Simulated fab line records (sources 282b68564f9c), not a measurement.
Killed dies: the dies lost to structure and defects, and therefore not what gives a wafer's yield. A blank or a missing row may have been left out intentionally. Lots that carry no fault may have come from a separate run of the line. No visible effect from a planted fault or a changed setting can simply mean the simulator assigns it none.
The tool behind it: which one? ; flow rit-cmos ; 6 lots, 18 wafers sampled, at 2 steps of a route of 202

## WHAT THE GAUGES SHOWED, per wafer
RIT_NSD_TW_MEAS_10.
lot;measured;on;NSD_TW
L455;day 3 07:07;film-metro-04;3089 3084 3067
L457;day 3 17:03;film-metro-02;3172 3168 3160
L459;day 4 01:42;film-metro-03;3080 3088 3090
L464;day 5 01:48;film-metro-02;2896 2877 2902
L472;day 6 17:26;film-metro-02;3203 3173 3193
L475;day 7 08:35;film-metro-03;3083 3073 3089

## WHICH TOOL RAN EACH LOT (tool, then ch and the chambers of the sampled wafers, then the start)
lot;RIT_NSD_IMPLANT_08
L455;implanter-02 ch 0, day 3 06:49
L457;implanter-02 ch 0, day 3 16:45
L459;implanter-03 ch 0, day 4 01:25
L464;implanter-03 ch 0, day 5 01:29
L472;implanter-04 ch 0, day 6 17:06
L475;implanter-04 ch 0, day 7 08:16
- RIT_NSD_IMPLANT_08

## THE ANSWER, worked out from the rows above alone
Rule: the usual values come from the lots themselves. Put in order of their means at a reading, lots are off if they are a third of the lots or fewer, leave a main group of 4 or more, and stand apart from it by a gap of 3 or more times the standard deviation of the main group's means; of several such gaps the widest counts. Not used: any main group whose means are identical at the precision the tables above print for the reading. A lot without any number at a reading at which 4 lots or more have one is off too. Where the step has rows for the other lots, those lots are counted as sound.
Off: L464, at RIT_NSD_TW_MEAS_10 (NSD_TW). The main group: mean 3121, standard deviation 47.
A tool fits if, at a process step before that reading, it ran every lot that is off, and no sound lot after the first of them. Gauges at RIT_NSD_TW_MEAS_10: tried the same way as those tools. One fits: RIT_NSD_IMPLANT_08 on implanter-03. Its last sound lot is L459 (day 4 01:25), its first lot that is off L464 (day 5 01:29): a fault that began between those two fits.

## WHAT WAS PUT IN BY THE SIMULATOR
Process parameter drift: implanter-03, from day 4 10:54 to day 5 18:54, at RIT_NSD_IMPLANT_08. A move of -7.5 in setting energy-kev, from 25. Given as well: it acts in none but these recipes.
Struck lots among those shown: L464. Same finding as the rule above.
